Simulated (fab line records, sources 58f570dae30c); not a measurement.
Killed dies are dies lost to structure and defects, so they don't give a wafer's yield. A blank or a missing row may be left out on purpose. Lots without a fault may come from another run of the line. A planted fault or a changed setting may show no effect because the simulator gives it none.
Tool commonality check | flow berkeley_cmos170 | 14 lots, 42 wafers sampled

WHY IT WAS OPENED
At UCB170_SDANNEAL_RS_MEAS_05 the reading NLDD_RS is flagged on 2 of 14 lots. Wafers without a fault read 616.4 ohm/sq, standard deviation 1.2.
Rule: a lot is flagged when every wafer of it that has a number lies more than 4 standard deviations from that mean, or none has a number. The other lots count as sound.

lot  | measured     | on            | NLDD_RS (ohm/sq), wafer by wafer | flag
L859 | day 6 14:01  | film_metro-03 | 617.3 617.1 618.0                |
L860 | day 7 04:08  | film_metro-02 | 614.8 614.2 617.1                |
L861 | day 7 14:41  | film_metro-01 | 617.2 616.5 614.3                |
L862 | day 7 23:23  | film_metro-02 | 616.3 616.3 614.3                |
L863 | day 7 23:25  | film_metro-01 | 616.8 615.5 616.3                |
L868 | day 9 03:59  | film_metro-01 | 618.4 617.5 618.7                |
L869 | day 9 04:19  | film_metro-03 | 617.9 616.6 617.0                |
L871 | day 9 13:21  | film_metro-01 | 616.2 616.5 615.4                |
L870 | day 9 13:22  | film_metro-02 | 617.9 614.1 618.1                |
L872 | day 10 06:32 | film_metro-01 | 615.6 615.5 615.4                |
L873 | day 10 07:12 | film_metro-02 | 617.4 616.4 616.4                |
L879 | day 11 03:08 | film_metro-02 | 614.2 616.7 616.5                |
L878 | day 11 05:37 | film_metro-02 | 578.0 579.4 579.6                | FLAGGED
L881 | day 12 01:34 | film_metro-02 | 581.0 581.3 579.9                | FLAGGED
The numbers of the flagged lots are 579.9 ohm/sq on average: -36.5 ohm/sq against the usual, or -30 standard deviations.

WHICH TOOL RAN EACH LOT
The record holds 2 process steps before the reading, out of a route of 331 steps. In each cell: the tool, then ch and the chambers that the sampled wafers went through, then the start.
lot  | flag    | UCB170_NLDD_IMPLANT_08          | UCB170_BACKSIDE_STRIP_03
L859 |         | implanter-02 ch 0, day 6 04:43  | plasma_asher-03 ch 0,1, day 6 13:16
L860 |         | implanter-02 ch 0, day 6 15:02  | plasma_asher-04 ch 0,1, day 7 03:22
L861 |         | implanter-04 ch 0, day 7 03:25  | plasma_asher-03 ch 0,1, day 7 13:52
L862 |         | implanter-01 ch 0, day 7 09:24  | plasma_asher-03 ch 0,1, day 7 19:41
L863 |         | implanter-04 ch 0, day 7 09:37  | plasma_asher-04 ch 0,1, day 7 19:27
L868 |         | implanter-02 ch 0, day 8 17:28  | plasma_asher-04 ch 0,1, day 9 03:13
L869 |         | implanter-01 ch 0, day 8 17:10  | plasma_asher-03 ch 0,1, day 9 03:31
L871 |         | implanter-01 ch 0, day 9 00:41  | plasma_asher-02 ch 0,1, day 9 12:31
L870 |         | implanter-02 ch 0, day 9 01:26  | plasma_asher-04 ch 0, day 9 12:31
L872 |         | implanter-02 ch 0, day 9 15:50  | plasma_asher-02 ch 0,1, day 10 05:45
L873 |         | implanter-04 ch 0, day 9 16:22  | plasma_asher-02 ch 0,1, day 10 06:17
L879 |         | implanter-01 ch 0, day 10 16:20 | plasma_asher-03 ch 0,1, day 11 02:02
L878 | FLAGGED | implanter-01 ch 0, day 10 16:40 | plasma_asher-04 ch 0,1, day 11 03:20
L881 | FLAGGED | implanter-01 ch 0, day 11 14:23 | plasma_asher-04 ch 0,1, day 11 23:56
What these steps do:
- UCB170_NLDD_IMPLANT_08
- UCB170_BACKSIDE_STRIP_03: strips in O2.
- UCB170_SDANNEAL_RS_MEAS_05: measures by four-point-probe.

FLAGGED OVER TOTAL, TOOL BY TOOL (the gauges that took the reading come last)
step                       | tool            | lots run | flagged | share of the flagged lots | sound lots run after its first flagged lot
UCB170_NLDD_IMPLANT_08     | implanter-01    | 6        | 2       | all                       | 0
UCB170_NLDD_IMPLANT_08     | implanter-02    | 5        | 0       | none                      | -
UCB170_NLDD_IMPLANT_08     | implanter-04    | 3        | 0       | none                      | -
UCB170_BACKSIDE_STRIP_03   | plasma_asher-02 | 3        | 0       | none                      | -
UCB170_BACKSIDE_STRIP_03   | plasma_asher-03 | 5        | 0       | none                      | -
UCB170_BACKSIDE_STRIP_03   | plasma_asher-04 | 6        | 2       | all                       | 0
UCB170_SDANNEAL_RS_MEAS_05 | film_metro-01   | 5        | 0       | none                      | -
UCB170_SDANNEAL_RS_MEAS_05 | film_metro-02   | 7        | 2       | all                       | 0
UCB170_SDANNEAL_RS_MEAS_05 | film_metro-03   | 2        | 0       | none                      | -

WHAT THE TABLE ALLOWS
3 rows of the table ran every flagged lot: implanter-01 at UCB170_NLDD_IMPLANT_08, plasma_asher-04 at UCB170_BACKSIDE_STRIP_03, film_metro-02 at UCB170_SDANNEAL_RS_MEAS_05.
- implanter-01 at UCB170_NLDD_IMPLANT_08: 2 of its 6 lots flagged. Its last sound lot is L879 (day 10 16:20), its first flagged lot L878 (day 10 16:40): a fault that began between those two fits. Its own readings lie more than 4 standard deviations out on every wafer of the flagged lots: dose_ions_cm2, faraday_current_uA.
- plasma_asher-04 at UCB170_BACKSIDE_STRIP_03: 2 of its 6 lots flagged. Its last sound lot is L870 (day 9 12:31), its first flagged lot L878 (day 11 03:20): a fault that began between those two fits.
- film_metro-02 at UCB170_SDANNEAL_RS_MEAS_05: 2 of its 7 lots flagged. Its last sound lot is L879 (day 11 03:08), its first flagged lot L878 (day 11 05:37): a fault that began between those two fits.
Counting lots can't tell these 3 tools apart, because each fits a fault that began at some hour. More lots, or a look at what each step does to the wafer, might.

WHAT THE SIMULATOR HAD PUT IN
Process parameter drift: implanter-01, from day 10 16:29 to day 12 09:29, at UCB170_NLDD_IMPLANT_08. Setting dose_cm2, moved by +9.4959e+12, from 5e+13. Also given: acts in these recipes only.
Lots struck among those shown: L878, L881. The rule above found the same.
